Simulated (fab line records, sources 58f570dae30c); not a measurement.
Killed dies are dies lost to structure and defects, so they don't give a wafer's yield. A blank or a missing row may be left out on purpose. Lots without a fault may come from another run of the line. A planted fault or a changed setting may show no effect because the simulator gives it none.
A struck lot beside a sound one | flow berkeley_cmos170 | 26 steps out of a route of 331
Sound: wafers L898.2, L898.3, L898.6. Struck: wafer L907.1. (L907.3, L907.4 of the same lot were not struck and are left out.) The cause comes at the end.
At each step with rows: each side's tool, then ch and its chambers, then its first start. Under that, the readings that differ: sound wafers | struck wafers | difference of the means | sigmas: that difference in standard deviations of wafers without a fault.
alike: readings whose means differ by less than 2 such deviations, and words and numbers that are the same on both sides. not compared: withheld readings, readings that some wafer has no value for, bounds like >300 that may hide the same value, and numbers for which the record gives no deviation and whose values overlap.
The two part at a step that has a row with sigmas, a row that says differs or no value, or rows on one side only. Numbers that don't overlap but have no deviation are shown without sigmas and don't part them. A reading that every wafer of one side lacks parts them only if that side has two wafers or more.

first, 5 steps without rows for these wafers: UCB170_CONTACT_COAT_10 (resist thk 900 nm); UCB170_CONTACT_SOFTBAKE_11 (time 60 s); UCB170_CONTACT_EXPOSE_12 (exposes mask CONT, target cd 700 nm); UCB170_CONTACT_PEB_13; UCB170_CONTACT_DEVELOP_14 (develop time 45 s).
UCB170_CONTACT_CD_MEAS_15: target cd 700 nm.
  sound on cd_sem-01, day 9 18:04; struck on cd_sem-01, day 11 11:07
  alike: cd_nm
UCB170_CONTACT_OVL_MEAS_16:
  sound on overlay-01, day 9 18:11; struck on overlay-02, day 11 11:14
  alike: CONTACT_OVL
UCB170_CONTACT_ETCH_17: etches BARC in N2/H2.
  sound on rie_diel-02 ch 0,3, day 9 18:13; struck on rie_diel-02 ch 1, day 11 11:17
  alike: chamber_pressure_mTorr, drypump_motor_current_A, oes_product_au, throttle_valve_pct
UCB170_CONTACT_ETCH_18: etches PSG in CHF3/CF4/Ar, stops on TiSi2, target depth 840 nm, time 195 s.
  sound on rie_diel-02 ch 0,3; struck on rie_diel-02 ch 1
  alike: chamber_pressure_mTorr, drypump_motor_current_A, oes_product_au, throttle_valve_pct
  not compared: rf_hours_counter_h
UCB170_CONTACT_STRIP_19: strips in O2.
  sound on plasma_asher-02 ch 0,1, day 9 18:23; struck on plasma_asher-01 ch 1, day 11 11:26
  reading               | sound             | struck | difference | sigmas
  oes_product_au (a.u.) | 0.725 0.727 0.735 | 0.715  | -0.014     | -3
  alike: chamber_pressure_mTorr, drypump_motor_current_A
  not compared: rf_hours_counter_h
UCB170_CONTACT_CD_MEAS_90: target cd 700 nm.
  sound on cd_sem-02, day 9 18:30; struck on cd_sem-01, day 11 11:32
  alike: cd_nm
then, 1 step without rows for these wafers: UCB170_CONTACT_CLEAN_20 (cleans in SPM, time 600 s).
UCB170_M1_SPUTTER_00: material Al, target thk 600 nm, time 80 s.
  sound on pvd_sputter-04, day 9 18:46; struck on pvd_sputter-04, day 11 11:50
  reading                               | sound             | struck | difference | sigmas
  model.Al_of_M1_SPUTTER_00.thk_nm (nm) | 600.5 595.8 603.5 | 972.9  | +373.0     |
  alike: throttle_valve_pct
UCB170_M1_RS_MEAS_01: measures by four-point-probe.
  sound on film_metro-02, day 9 18:51; struck on film_metro-03, day 11 11:54
  reading           | sound                | struck | difference | sigmas
  M1_AL_RS (ohm/sq) | 0.0486 0.0490 0.0483 | 0.0297 | -0.0189    | -45
UCB170_M1_THK_MEAS_02: measures by xrf.
  sound on film_metro-02, day 9 18:58; struck on film_metro-03, day 11 12:01
  reading        | sound       | struck | difference | sigmas
  M1_AL_THK (nm) | 608 602 610 | 974    | +367       | +60
then, 6 steps without rows for these wafers: UCB170_M1_COAT_03; UCB170_M1_COAT_04 (resist thk 900 nm); UCB170_M1_SOFTBAKE_05 (time 60 s); UCB170_M1_EXPOSE_06 (exposes mask METAL1, target cd 700 nm); UCB170_M1_PEB_07; UCB170_M1_DEVELOP_08 (develop time 45 s).
UCB170_M1_CD_MEAS_09: target cd 700 nm.
  sound on cd_sem-01, day 9 20:07; struck on cd_sem-01, day 11 13:16
  alike: cd_nm
UCB170_M1_OVL_MEAS_10:
  sound on overlay-01, day 9 20:14; struck on overlay-02, day 11 13:23
  alike: M1_OVL
UCB170_M1_ETCH_11: etches BARC in N2/H2.
  sound on rie_diel-03 ch 1,2,3, day 9 20:16; struck on rie_diel-01 ch 0, day 11 13:25
  reading                        | sound                | struck | difference | sigmas
  chamber_pressure_mTorr (mTorr) | 30.017 29.992 30.046 | 29.960 | -0.058     | -2
  alike: drypump_motor_current_A, oes_product_au, throttle_valve_pct
UCB170_M1_METAL_ETCH_12: etches Al in Cl2/BCl3, stops on PSG, target depth 780 nm, time 130 s.
  sound on rie_metal-04 ch 0,1, day 9 20:18; struck on rie_metal-01 ch 1, day 11 13:28
  reading               | sound             | struck | difference | sigmas
  oes_product_au (a.u.) | 0.857 0.853 0.872 | 1.031  | +0.170     | +11
  alike: chamber_pressure_mTorr, drypump_motor_current_A, throttle_valve_pct
  not compared: rf_hours_counter_h
UCB170_M1_STRIP_13: strips in O2.
  sound on plasma_asher-02 ch 0, day 9 20:26; struck on plasma_asher-02 ch 0, day 11 13:36
  reading                        | sound          | struck | difference | sigmas
  chamber_pressure_mTorr (mTorr) | 3498 3493 3497 | 3503   | +7         | +2
  alike: drypump_motor_current_A, oes_product_au
  not compared: rf_hours_counter_h

WHERE THEY PART
First at UCB170_CONTACT_STRIP_19; last, within this record, at UCB170_M1_STRIP_13.

WHY: what the simulator had put in
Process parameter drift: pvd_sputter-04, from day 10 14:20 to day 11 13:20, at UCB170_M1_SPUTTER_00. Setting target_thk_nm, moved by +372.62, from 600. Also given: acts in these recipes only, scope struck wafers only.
